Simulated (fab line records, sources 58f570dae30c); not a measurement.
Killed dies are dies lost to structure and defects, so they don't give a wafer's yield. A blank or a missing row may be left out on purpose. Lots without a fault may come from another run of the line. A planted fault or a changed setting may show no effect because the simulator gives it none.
Which tool did it? | flow berkeley_cmos170 | 13 lots, 39 wafers sampled, at 6 steps of a route of 331

WHAT THE GAUGES READ, wafer by wafer
UCB170_PWELL_THK_MEAS_06. Usual: PWELL_NITRIDE_THK 218.9 nm, standard deviation 1.8.
lot  | measured    | on            | PWELL_NITRIDE_THK (nm) | flag
L897 | day 3 10:41 | film_metro-04 | 218.2 218.5 218.0      |
L899 | day 3 19:05 | film_metro-03 | 220.3 221.8 219.0      |
L900 | day 3 19:05 | film_metro-01 | 216.1 217.6 217.2      |
L904 | day 4 16:28 | film_metro-03 | 216.1 217.1 217.3      |
L903 | day 4 16:29 | film_metro-01 | 221.6 219.0 219.2      |
L902 | day 4 16:32 | film_metro-03 | 220.8 221.0 218.7      |
L905 | day 5 02:25 | film_metro-01 | 217.7 217.1 214.0      |
L908 | day 5 10:40 | film_metro-03 | 218.7 217.1 219.9      |
L911 | day 6 11:49 | film_metro-03 | 223.2 222.7 223.7      |
L913 | day 6 11:49 | film_metro-04 | 218.5 219.5 220.3      |
L912 | day 6 11:49 | film_metro-01 | 219.1 217.7 219.8      |
L919 | day 7 22:10 | film_metro-01 | 220.8 220.4 221.0      |
L920 | day 7 22:10 | film_metro-04 | 218.0 218.6 220.5      |

UCB170_ACTIVE_THK_MEAS_03. Usual: ACTIVE_OXIDE_THK 26.3 nm, standard deviation 0.4.
lot  | measured    | on            | ACTIVE_OXIDE_THK (nm) | flag
L897 | day 4 11:52 | film_metro-01 | 26.5 26.3 26.7        |
L899 | day 5 01:15 | film_metro-02 | 26.7 26.8 27.2        |
L900 | day 5 01:15 | film_metro-03 | 26.3 26.4 26.6        |
L904 | day 5 20:57 | film_metro-01 | 26.1 25.9 25.8        |
L903 | day 5 20:58 | film_metro-03 | 26.6 26.6 26.3        |
L902 | day 5 21:01 | film_metro-01 | 26.1 26.0 25.9        |
L905 | day 6 10:03 | film_metro-02 | 25.7 26.1 26.3        |
L908 | day 6 10:07 | film_metro-02 | 26.2 26.6 25.9        |
L911 | day 7 09:02 | film_metro-02 | 26.6 26.3 26.2        |
L913 | day 7 09:02 | film_metro-03 | 26.0 25.5 26.0        |
L912 | day 7 09:03 | film_metro-01 | 26.0 26.7 26.4        |
L919 | day 9 06:14 | film_metro-02 | 25.9 26.8 26.2        |
L920 | day 8 23:30 | film_metro-01 | 27.1 26.6 27.0        |

UCB170_PFIELD_OVL_MEAS_06. Usual: PFIELD_OVL 0 nm, standard deviation 6.5.
lot  | measured    | on         | PFIELD_OVL (nm) | flag
L897 | day 4 21:31 | overlay-02 | -5 0 -11        |
L899 | day 5 12:35 | overlay-01 | 4 -2 -3         |
L900 | day 5 13:43 | overlay-01 | 3 2 15          |
L904 | day 6 10:44 | overlay-02 | -5 -2 0         |
L903 | day 6 13:31 | overlay-01 | 1 -2 -4         |
L902 | day 6 13:43 | overlay-02 | -3 1 -2         |
L905 | day 6 19:39 | overlay-01 | -1 1 -8         |
L908 | day 6 20:02 | overlay-01 | 0 -4 -4         |
L911 | day 7 21:59 | overlay-01 | -10 -6 -8       |
L913 | day 7 22:05 | overlay-02 | 0 -1 4          |
L912 | day 7 22:22 | overlay-02 | -7 1 -2         |
L919 | day 9 16:48 | overlay-01 | 2 -7 -3         |
L920 | day 9 11:25 | overlay-01 | 9 4 -2          |

UCB170_NVT_OVL_MEAS_06. Usual: NVT_OVL 3 nm, standard deviation 5.7.
lot  | measured     | on         | NVT_OVL (nm) | flag
L897 | day 6 15:10  | overlay-01 | -3 0 1       |
L899 | day 7 03:59  | overlay-02 | 4 10 6       |
L900 | day 7 03:05  | overlay-01 | -1 0 4       |
L904 | day 7 18:31  | overlay-01 | 2 3 -3       |
L903 | day 7 18:14  | overlay-01 | 3 9 5        |
L902 | day 7 18:03  | overlay-01 | -1 -2 -3     |
L905 | day 8 03:50  | overlay-01 | -2 2 -2      |
L908 | day 8 04:11  | overlay-01 | 5 4 -4       |
L911 | day 9 12:19  | overlay-02 | 15 7 7       |
L913 | day 9 11:59  | overlay-01 | - - -        | OFF
L912 | day 9 12:52  | overlay-01 | -6 -3 2      |
L919 | day 11 06:02 | overlay-01 | 13 4 4       |
L920 | day 10 21:50 | overlay-02 | 1 8 2        |

UCB170_NVT_TW_MEAS_09. Usual: NVT_TW 524, standard deviation 4.4.
lot  | measured     | on            | NVT_TW      | flag
L897 | day 6 15:27  | film_metro-02 | 520 524 523 |
L899 | day 7 04:17  | film_metro-04 | 531 530 529 |
L900 | day 7 03:23  | film_metro-04 | 528 529 526 |
L904 | day 7 18:48  | film_metro-04 | 526 530 528 |
L903 | day 7 18:32  | film_metro-04 | 532 527 528 |
L902 | day 7 18:20  | film_metro-03 | 516 515 518 |
L905 | day 8 04:07  | film_metro-04 | 525 524 525 |
L908 | day 8 04:29  | film_metro-04 | 525 524 524 |
L911 | day 9 12:39  | film_metro-04 | 526 523 524 |
L913 | day 9 12:16  | film_metro-02 | 30 30 30    | OFF
L912 | day 9 13:10  | film_metro-04 | 523 525 527 |
L919 | day 11 06:19 | film_metro-04 | 526 530 526 |
L920 | day 10 22:07 | film_metro-04 | 531 527 530 |

WHICH TOOL RAN EACH LOT (tool, then ch and the chambers of the sampled wafers, then the start)
lot  | UCB170_NVT_EXPOSE_03
L897 | krf_scanner-01 ch 0, day 6 14:29
L899 | krf_scanner-02 ch 0, day 7 03:26
L900 | krf_scanner-01 ch 0, day 7 02:42
L904 | krf_scanner-01 ch 0, day 7 17:32
L903 | krf_scanner-02 ch 0, day 7 17:19
L902 | krf_scanner-01 ch 0, day 7 17:05
L905 | krf_scanner-01 ch 0, day 8 03:26
L908 | krf_scanner-02 ch 0, day 8 03:49
L911 | krf_scanner-02 ch 0, day 9 11:24
L913 | krf_scanner-02 ch 0, day 9 11:17
L912 | krf_scanner-02 ch 0, day 9 11:54
L919 | krf_scanner-02 ch 0, day 11 05:38
L920 | krf_scanner-02 ch 0, day 10 21:26
- UCB170_NVT_EXPOSE_03: exposes mask PWELL, target cd 3000 nm.

WHAT THE TOOLS THEMSELVES READ (means of the sampled wafers that have a number; where no wafer has one, the mark that the record gives instead)
The record holds no such reading with a usual standard deviation.

THE ANSWER, worked out from the rows above alone
Rule: a lot is off if the mean of its wafers that have a number lies more than 3 standard deviations from the usual mean. A lot without any number at a reading at which 4 lots or more have one is off too. The other lots that the step has rows for count as sound. The gauges are gone through in route order, then the tools' own readings, and for those a lot's mean is taken as printed above. The first step at which some lot is off is used, and at that step the reading that is off furthest; a lot without a number counts as furthest.
Off: L913, at UCB170_NVT_OVL_MEAS_06 (NVT_OVL). Without a number there: L913.
A tool fits if, at a process step before that reading, it ran every lot that is off, and no sound lot after the first of them. The gauges at UCB170_NVT_OVL_MEAS_06 aren't tried: what is off there is off at UCB170_NVT_TW_MEAS_09 too, on other tools, and a gauge's error can't cause that. None of those tried fits.

WHAT THE SIMULATOR HAD PUT IN
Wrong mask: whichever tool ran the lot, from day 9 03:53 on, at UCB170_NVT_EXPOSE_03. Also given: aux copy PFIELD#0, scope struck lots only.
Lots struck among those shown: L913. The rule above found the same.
